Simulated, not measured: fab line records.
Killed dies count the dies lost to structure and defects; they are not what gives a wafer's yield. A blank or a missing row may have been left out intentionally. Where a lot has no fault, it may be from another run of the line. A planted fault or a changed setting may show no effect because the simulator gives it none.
fab line records | flow rit-cmos
record: lots: 15 | wafers: 45 | last-day: 7
route steps=202 shown GATE@95 NSD@158 SILICIDE@167 CONTACT@181
lots that met no fault: from a run of the same line without faults
start-h: hours from the record's opening day to when the first of the lot's shown wafers began | wait-h: hours since the lot's step before | " the same as in the row above | L1.1+2: a single row standing in for several wafers | - no value, or no start given | * or withheld: withheld | < > ~ a bound
route shown NAME@n: NAME is a module with steps in the file, n the number in the route of the first one | usual: mean and standard deviation over wafers with no fault | same: alike in all rows | chamber/n: place in a boat | sites: per-site readings | _std_site: their standard deviation | _edge_site: outer sites' mean less inner sites' | radius-mm: for every site, how far away it sits from the centre of the wafer | mask NAME#n: copy n | behind: the tool/chamber that last shaped the wafer | hold: why the lot was held/for how many hours/how that ended | device: transistor that didn't switch, given as n, p or np | end of line: the same wafers' tests at the end of the route | a step given without rows: its recipe and nothing more | killed: dies lost to structure and defects at the first sort, not the wafer's yield | map: per-die view of a wafer (x killed, . not killed, _ where there is no die)
set.NAME: the run value of the setting; set.NAME@STEP: its run value at that earlier step | model.NAME: the simulator's own value behind a step, which no gauge read
a sample of lots followed through the steps of the route, with each step as a table and each wafer as a row
services: a tool's chamber out of use, with start hour (start-h, from the record's first day; less than 0 if before it), hours out, and reason
== steps ==
step: RIT_GATE_ETCH_19
recipe: chemistry: SF6/CHF3/O2 | time-s: 165 | SF6_flow_sccm: 30 | CHF3_flow_sccm: 30 | O2_flow_sccm: 5 | target: poly-Si | pressure-mtorr: 40 | rf-w: 160 | target-depth-a: 3125 | over-etch-frac: 0.25 | stop-on: SiO2
usual: drypump-motor-current-A: 5.4/0.37 | he-backside-leak-sccm: 2.70/0.16 | oes-product-au: 0.850/0.011 | throttle-valve-pct: 10.33/0.13
lot.wafer | tool      | chamber | start-h | wait-h | drypump-motor-current-A | he-backside-leak-sccm | oes-product-au | rf-hours-counter-h | throttle-valve-pct
L746.1    | rie-si-01 | 3       | 41.50   | 0.1    | 5.1                     | 2.98                  | 0.834          | 29                 | 10.44
L746.2    | "         | 2       | "       | "      | 5.2                     | 2.92                  | 0.863          | 2                  | 10.26
L746.4    | "         | 0       | "       | "      | 5.5                     | 2.71                  | 0.861          | 123                | 10.06
L747.2    | rie-si-02 | 2       | 52.05   | 0.1    | 5.6                     | 2.75                  | 0.844          | 9                  | 10.25
L747.3    | "         | 1       | "       | "      | 4.8                     | 2.58                  | 0.851          | 58                 | 10.37
L747.5    | "         | 1       | "       | "      | 4.8                     | 2.49                  | 0.849          | -                  | 10.34
L749.1    | rie-si-02 | 3       | 57.87   | 0.1    | 5.8                     | 2.70                  | 0.851          | 92                 | 10.41
L749.2    | "         | 2       | "       | "      | 5.6                     | 2.76                  | 0.851          | 9                  | 10.24
L749.6    | "         | 0       | "       | "      | 5.9                     | 2.56                  | 0.851          | -                  | 10.41
L750.1    | rie-si-01 | 1       | 65.59   | 0.1    | 5.0                     | 2.70                  | 0.855          | 111                | 10.45
L750.2    | "         | 2       | "       | "      | 5.2                     | 2.81                  | 0.889          | 3                  | 10.26
L750.5    | "         | 1       | "       | "      | 5.0                     | 2.77                  | 0.864          | -                  | 10.45
L751.1    | rie-si-02 | 3       | 67.29   | 0.1    | 5.8                     | 2.57                  | 0.853          | 92                 | 10.38
L751.3    | "         | 1       | "       | "      | 4.8                     | 2.62                  | 0.851          | 58                 | 10.34
L751.5    | "         | 2       | "       | "      | 5.6                     | 2.67                  | 0.841          | -                  | 10.24
L752.2    | rie-si-01 | 0       | 73.01   | 0.1    | 5.5                     | 2.66                  | 0.862          | 124                | 10.06
L752.5    | "         | 0       | "       | "      | 5.5                     | 2.59                  | 0.867          | -                  | 10.07
L752.6    | "         | 3       | "       | "      | 5.1                     | 3.06                  | 0.845          | -                  | 10.43
L753.1    | rie-si-02 | 2       | 79.38   | 0.1    | 5.6                     | 2.72                  | 0.833          | 9                  | 10.25
L753.4    | "         | 1       | "       | "      | 4.7                     | 2.52                  | 0.846          | 58                 | 10.35
L753.5    | "         | 0       | "       | "      | 5.9                     | 2.60                  | 0.848          | -                  | 10.40
L754.3    | rie-si-01 | 0       | 82.23   | 0.1    | 5.6                     | 2.77                  | 0.853          | -                  | 10.05
L754.4    | "         | 1       | "       | "      | 5.0                     | 2.87                  | 0.843          | -                  | 10.45
L754.6    | "         | 0       | "       | "      | 5.6                     | 2.43                  | 0.863          | -                  | 10.06
L756.3    | rie-si-01 | 1       | 94.09   | 0.1    | 5.1                     | 2.82                  | 0.855          | 111                | 10.45
L756.5    | "         | 1       | "       | "      | 5.1                     | 2.78                  | 0.856          | -                  | 10.47
L756.6    | "         | 2       | "       | "      | 5.2                     | 2.93                  | 0.872          | -                  | 10.25
L757.2    | rie-si-02 | 3       | 97.93   | 0.1    | 5.7                     | 2.57                  | 0.849          | 93                 | 10.40
L757.5    | "         | 1       | "       | "      | 4.8                     | 2.56                  | 0.848          | -                  | 10.36
L757.6    | "         | 0       | "       | "      | 5.9                     | 2.46                  | 0.841          | -                  | 10.42
L758.1    | rie-si-01 | 0       | 103.15  | 0.1    | 5.6                     | 2.73                  | 0.867          | 124                | 10.05
L758.2    | "         | 3       | "       | "      | 5.2                     | 2.95                  | 0.837          | 30                 | 10.44
L758.6    | "         | 1       | "       | "      | 5.0                     | 2.80                  | 0.853          | -                  | 10.43
L759.3    | rie-si-02 | 3       | 108.14  | 0.1    | 5.8                     | 2.64                  | 0.857          | 93                 | 10.40
L759.4    | "         | 2       | "       | "      | 5.6                     | 2.76                  | 0.842          | 9                  | 10.25
L759.6    | "         | 0       | "       | "      | 5.9                     | 2.59                  | 0.842          | -                  | 10.41
L766.1    | rie-si-01 | 1       | 142.33  | 0.1    | 5.0                     | 2.80                  | 0.851          | 112                | 10.46
L766.4    | "         | 0       | "       | "      | 5.6                     | 2.80                  | 0.857          | -                  | 10.05
L766.5    | "         | 3       | "       | "      | 5.0                     | 2.86                  | 0.840          | -                  | 10.43
L767.2    | rie-si-02 | 2       | 146.58  | 0.1    | 5.6                     | 2.77                  | 0.843          | 9                  | 10.24
L767.3    | "         | 0       | "       | "      | 5.9                     | 2.51                  | 0.853          | -                  | 10.40
L767.6    | "         | 2       | "       | "      | 5.6                     | 2.78                  | 0.835          | -                  | 10.24
L768.2    | rie-si-01 | 3       | 151.58  | 0.1    | 5.1                     | 3.04                  | 0.825          | 30                 | 10.43
L768.4    | "         | 1       | "       | "      | 5.0                     | 2.70                  | 0.833          | -                  | 10.44
L768.6    | "         | 3       | "       | "      | 5.1                     | 2.83                  | 0.834          | -                  | 10.43
step: RIT_SDANNEAL_RS_MEAS_05
recipe: thk-meas-gauge: four-point-probe
usual: NSD_RS: 84.57/0.22
lot.wafer | tool          | chamber | start-h | wait-h | NSD_RS[ohm/sq]
L746.1    | film-metro-02 | -       | 55.44   | 0.1    | 84.07
L746.2    | "             | -       | "       | "      | 84.31
L746.4    | "             | -       | "       | "      | 83.89
L747.2    | film-metro-02 | -       | 64.80   | 0.1    | 84.91
L747.3    | "             | -       | "       | "      | 85.00
L747.5    | "             | -       | "       | "      | 84.82
L749.1    | film-metro-03 | -       | 70.24   | 0.1    | 84.76
L749.2    | "             | -       | "       | "      | 84.73
L749.6    | "             | -       | "       | "      | 84.94
L750.1    | film-metro-03 | -       | 78.12   | 0.1    | 84.82
L750.2    | "             | -       | "       | "      | 84.51
L750.5    | "             | -       | "       | "      | 84.95
L751.1    | film-metro-03 | -       | 81.28   | 0.1    | 84.42
L751.3    | "             | -       | "       | "      | 84.57
L751.5    | "             | -       | "       | "      | 84.45
L752.2    | film-metro-03 | -       | 85.40   | 0.1    | 84.98
L752.5    | "             | -       | "       | "      | 84.58
L752.6    | "             | -       | "       | "      | 84.55
L753.1    | film-metro-02 | -       | 91.83   | 0.1    | 84.63
L753.4    | "             | -       | "       | "      | 84.60
L753.5    | "             | -       | "       | "      | 84.56
L754.3    | film-metro-02 | -       | 94.85   | 0.1    | 84.38
L754.4    | "             | -       | "       | "      | 84.21
L754.6    | "             | -       | "       | "      | 84.45
L756.3    | film-metro-01 | -       | 108.46  | 0.1    | 84.69
L756.5    | "             | -       | "       | "      | 84.77
L756.6    | "             | -       | "       | "      | 84.57
L757.2    | film-metro-02 | -       | 112.62  | 0.1    | 84.44
L757.5    | "             | -       | "       | "      | 84.61
L757.6    | "             | -       | "       | "      | 84.71
L758.1    | film-metro-01 | -       | 115.91  | 0.1    | 84.70
L758.2    | "             | -       | "       | "      | 84.50
L758.6    | "             | -       | "       | "      | 84.68
L759.3    | film-metro-03 | -       | 121.95  | 0.1    | 84.61
L759.4    | "             | -       | "       | "      | 84.40
L759.6    | "             | -       | "       | "      | 84.35
L766.1    | film-metro-03 | -       | 154.94  | 0.1    | 84.89
L766.4    | "             | -       | "       | "      | 84.89
L766.5    | "             | -       | "       | "      | 84.42
L767.2    | film-metro-02 | -       | 160.62  | 0.1    | 84.38
L767.3    | "             | -       | "       | "      | 84.32
L767.6    | "             | -       | "       | "      | 84.19
L768.2    | film-metro-02 | -       | 165.88  | 0.1    | 84.85
L768.4    | "             | -       | "       | "      | 84.41
L768.6    | "             | -       | "       | "      | 84.57
step: RIT_SILICIDE_RTA_06
recipe: temp-c: 750 | time-s: 10 | idle-temp-c: 25 | ramp-up-s: 5 | ramp-down-s: 10 | cool-to-c: 25 | ambient: N2
usual: anneal-temp-c-max: 753.3/0.8 | chamber-o2-ppm: 2.003/0.022 | wafer_temp_C_max: 753.0/0.79
lot.wafer | tool          | chamber | start-h | wait-h | anneal-temp-c-max | chamber-o2-ppm | wafer_temp_C_max
L746.1    | rtp-anneal-02 | 0       | 56.25   | 0.0    | 754.7             | 2.018          | 752.6
L746.2    | "             | 0       | "       | "      | 753.9             | 1.999          | 753.3
L746.4    | "             | 0       | "       | "      | 753.7             | 2.014          | 754.1
L747.2    | rtp-anneal-01 | 0       | 65.60   | 0.0    | 752.4             | 2.002          | 752.2
L747.3    | "             | 0       | "       | "      | 753.3             | 1.985          | 753.2
L747.5    | "             | 0       | "       | "      | 753.7             | 2.004          | 753.4
L749.1    | rtp-anneal-01 | 0       | 71.05   | 0.0    | 752.6             | 2.015          | 752.2
L749.2    | "             | 0       | "       | "      | 752.0             | 1.999          | 752.7
L749.6    | "             | 0       | "       | "      | 752.6             | 1.993          | 752.1
L750.1    | rtp-anneal-02 | 0       | 78.99   | 0.0    | 754.0             | 1.976          | 753.6
L750.2    | "             | 0       | "       | "      | 755.2             | 1.998          | 753.0
L750.5    | "             | 0       | "       | "      | 753.4             | 1.986          | 753.1
L751.1    | rtp-anneal-01 | 0       | 82.13   | 0.0    | 753.3             | 2.008          | 751.5
L751.3    | "             | 0       | "       | "      | 753.4             | 1.999          | 751.9
L751.5    | "             | 0       | "       | "      | 753.2             | 1.950          | 752.7
L752.2    | rtp-anneal-02 | 0       | 86.31   | 0.0    | 753.9             | 1.977          | 754.3
L752.5    | "             | 0       | "       | "      | 754.0             | 1.969          | 753.4
L752.6    | "             | 0       | "       | "      | 753.3             | 1.985          | 752.6
L753.1    | rtp-anneal-01 | 0       | 92.64   | 0.0    | 752.1             | 2.031          | 752.4
L753.4    | "             | 0       | "       | "      | 752.0             | 2.027          | 752.7
L753.5    | "             | 0       | "       | "      | 751.9             | 2.016          | 752.8
L754.3    | rtp-anneal-02 | 0       | 95.65   | 0.0    | 753.1             | 2.024          | 755.1
L754.4    | "             | 0       | "       | "      | 753.9             | 1.995          | 753.0
L754.6    | "             | 0       | "       | "      | 754.0             | 1.993          | 754.0
L756.3    | rtp-anneal-02 | -       | 109.26  | 0.0    | -                 | -              | -
L756.5    | "             | -       | "       | "      | -                 | -              | -
L756.6    | "             | -       | "       | "      | -                 | -              | -
L757.2    | rtp-anneal-01 | -       | 113.42  | 0.0    | -                 | -              | -
L757.5    | "             | -       | "       | "      | -                 | -              | -
L757.6    | "             | -       | "       | "      | -                 | -              | -
L758.1    | rtp-anneal-02 | -       | 116.72  | 0.0    | -                 | -              | -
L758.2    | "             | -       | "       | "      | -                 | -              | -
L758.6    | "             | -       | "       | "      | -                 | -              | -
L759.3    | rtp-anneal-01 | 0       | 122.74  | 0.0    | 751.7             | 2.013          | 752.4
L759.4    | "             | 0       | "       | "      | 752.0             | 2.003          | 753.3
L759.6    | "             | 0       | "       | "      | 752.6             | 2.002          | 752.0
L766.1    | rtp-anneal-02 | 0       | 155.75  | 0.0    | 752.9             | 1.985          | 753.2
L766.4    | "             | 0       | "       | "      | 753.8             | 1.998          | 753.9
L766.5    | "             | 0       | "       | "      | 755.8             | 2.031          | 753.2
L767.2    | rtp-anneal-01 | 0       | 161.49  | 0.0    | 752.6             | 2.015          | 752.8
L767.3    | "             | 0       | "       | "      | 752.7             | 1.992          | 754.0
L767.6    | "             | 0       | "       | "      | 752.6             | 1.993          | 753.7
L768.2    | rtp-anneal-02 | 0       | 166.69  | 0.0    | 752.8             | 1.992          | 753.2
L768.4    | "             | 0       | "       | "      | 752.6             | 1.982          | 753.3
L768.6    | "             | 0       | "       | "      | 752.6             | 1.992          | 753.3
step: RIT_CONTACT_CD_MEAS_90
recipe: target-cd-nm: 1000
usual: cd-nm: 1000.2/2.3
lot.wafer | tool      | chamber | start-h | wait-h | cd-nm
L746.1    | cd-sem-02 | -       | 58.39   | 0.1    | 1001.6
L746.2    | "         | -       | "       | "      | 1001.6
L746.4    | "         | -       | "       | "      | 1000.1
L747.2    | cd-sem-02 | -       | 67.56   | 0.1    | 1000.9
L747.3    | "         | -       | "       | "      | 999.9
L747.5    | "         | -       | "       | "      | 1002.1
L749.1    | cd-sem-02 | -       | 72.94   | 0.1    | 1002.4
L749.2    | "         | -       | "       | "      | 1002.8
L749.6    | "         | -       | "       | "      | 1004.0
L750.1    | cd-sem-02 | -       | 80.94   | 0.1    | 1001.1
L750.2    | "         | -       | "       | "      | 1001.6
L750.5    | "         | -       | "       | "      | 998.5
L751.1    | cd-sem-01 | -       | 84.02   | 0.1    | 999.6
L751.3    | "         | -       | "       | "      | 999.1
L751.5    | "         | -       | "       | "      | 999.3
L752.2    | cd-sem-01 | -       | 88.22   | 0.1    | 998.4
L752.5    | "         | -       | "       | "      | 998.0
L752.6    | "         | -       | "       | "      | 1000.9
L753.1    | cd-sem-02 | -       | 94.69   | 0.1    | 1001.2
L753.4    | "         | -       | "       | "      | 1000.0
L753.5    | "         | -       | "       | "      | 1001.2
L754.3    | cd-sem-02 | -       | 97.88   | 0.1    | 997.7
L754.4    | "         | -       | "       | "      | 997.2
L754.6    | "         | -       | "       | "      | 995.1
L759.3    | cd-sem-02 | -       | 124.70  | 0.1    | 1002.6
L759.4    | "         | -       | "       | "      | 1003.0
L759.6    | "         | -       | "       | "      | 1000.8
L766.1    | cd-sem-01 | -       | 157.57  | 0.1    | 1000.0
L766.4    | "         | -       | "       | "      | 1000.0
L766.5    | "         | -       | "       | "      | 998.4
L767.2    | cd-sem-01 | -       | 163.35  | 0.1    | 1000.2
L767.3    | "         | -       | "       | "      | 1002.4
L767.6    | "         | -       | "       | "      | 1000.5
L768.2    | cd-sem-01 | -       | 168.52  | 0.1    | 1003.6
L768.4    | "         | -       | "       | "      | 1003.0
L768.6    | "         | -       | "       | "      | 1005.1
== services ==
tool      | chamber | start-h | hours | kind
rie-si-01 | 0       | 41.81   | 8.4   | repair
rie-si-01 | 0       | 63.58   | 2.6   | repair
rie-si-01 | 3       | 78.38   | 6.7   | repair
rie-si-01 | 2       | 81.12   | 6.3   | repair
rie-si-02 | 2       | 86.43   | 5.5   | repair
rie-si-02 | 3       | 127.15  | 3.2   | repair
rie-si-01 | 2       | 138.10  | 13.9  | repair
rie-si-02 | 3       | 141.00  | 6.3   | repair
rie-si-02 | 1       | 143.10  | 13.1  | repair
rie-si-01 | 0       | 148.84  | 1.2   | repair
== key ==
first-sign: step: RIT_SILICIDE_RTA_06 | reading: tool-record | direction: missing
effect none on later readings
met-at RIT_SILICIDE_RTA_06
struck-lots L756,L757,L758
later-rows-left-out L756.3,L756.5,L756.6,L757.2,L757.5,L757.6,L758.1,L758.2,L758.6
sort-left-out L756.3,L756.5,L756.6,L757.2,L757.5,L757.6,L758.1,L758.2,L758.6
tester-left-out L756,L757,L758
not-acting-at RIT_GATE_ETCH_19,RIT_SDANNEAL_RS_MEAS_05,RIT_CONTACT_CD_MEAS_90
onset-between 95.65 109.26
fault: kind: skipped-step-whole | tool: rtp-anneal-01,rtp-anneal-02 | chamber: - | onset-h: 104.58 | steps: RIT_SILICIDE_RTA_06 | scope: struck-lots-only
tester-left-out: of these lots the tester's yield and bins aren't shown, on N5 and GAA mostly nor the transistor test; their killed dies are dies lost to structure and defects alone, not to doping, threshold or leakage, so they don't give the yield
sort-left-out: the simulated sort isn't trusted on such a fault, so these wafers' sort isn't shown, and their yield isn't known
later-rows-left-out: the simulator's readings of these wafers behind a module that went badly wrong aren't trusted and aren't shown, but for the sort
